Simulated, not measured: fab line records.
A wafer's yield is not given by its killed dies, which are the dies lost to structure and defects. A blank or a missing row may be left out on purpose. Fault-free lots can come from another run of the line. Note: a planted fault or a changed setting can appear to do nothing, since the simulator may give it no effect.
Matching of chambers	flow berkeleyCmos170	UCB170_GATE_ETCH_15 on rieSi-01 has 4 sister chambers
The step etches poly-Si in HBr/Cl2, stops on SiO2, time 56.3 s, target depth 278.2 nm. 14 wafers are shown with their chamber, then 7 later ones without.

EACH WAFER AND ITS CHAMBER
wafer	chamber	throttleValvePct (%)	drypumpMotorCurrentA (A)	oesProductAu (a.u.)
L165.3	3	26.1	5.6	0.840
L165.5	0	26.5	6.0	0.804
L165.6	3	26.0	5.6	0.834
L169.2	3	26.1	5.7	0.846
L169.3	1	26.3	6.2	0.855
L169.4	0	26.5	6.0	0.813
L168.2	1	26.3	6.2	0.868
L168.3	0	26.5	5.9	0.813
L168.5	0	26.5	6.0	0.798
L171.2	1	26.3	6.2	0.862
L171.3	2	26.6	5.5	0.841
L171.5	1	26.3	6.2	0.859
L178.1	2	26.6	5.6	0.855
L178.2	0	26.5	6.0	0.810

SIGNATURES (means of the wafers above)
reading	chamber 0	chamber 1	chamber 2	chamber 3	scatter within a chamber
throttleValvePct	26.500	26.300	26.600	26.067	0.0258
drypumpMotorCurrentA	5.980	6.200	5.550	5.633	0.0443
oesProductAu	0.80760	0.86100	0.84800	0.84000	0.00655
Rule: a wafer's distance from a chamber is the root of the sum, over the readings, of the square of ((its reading less the chamber's mean) divided by the reading's scatter). If the next closest chamber is less than 2 further off than the closest, the wafer can't be placed; otherwise it belongs to the closest. The scatter: take each reading less its chamber's mean, square it, sum over the shown wafers, divide by the number of wafers less the number of chambers, and take the root.

WAFERS WHOSE CHAMBER IS MISSING
wafer	throttleValvePct (%)	drypumpMotorCurrentA (A)	oesProductAu (a.u.)
L178.3	26.3	6.2	0.832
L183.1	26.3	6.2	0.831
L183.4	26.6	5.6	0.847
L183.5	26.3	6.2	0.828
L186.2	26.0	5.7	0.842
L186.3	26.5	6.0	0.814
L186.4	26.6	5.5	0.852

EACH ONE'S CHAMBER
wafer	from the rows above	in truth
L178.3	1	1
L183.1	1	1
L183.4	2	2
L183.5	1	1
L186.2	3	3
L186.3	0	0
L186.4	2	2
Correctly placed: 7 of 7. Not placeable from these rows: 0. Wrongly placed: 0.
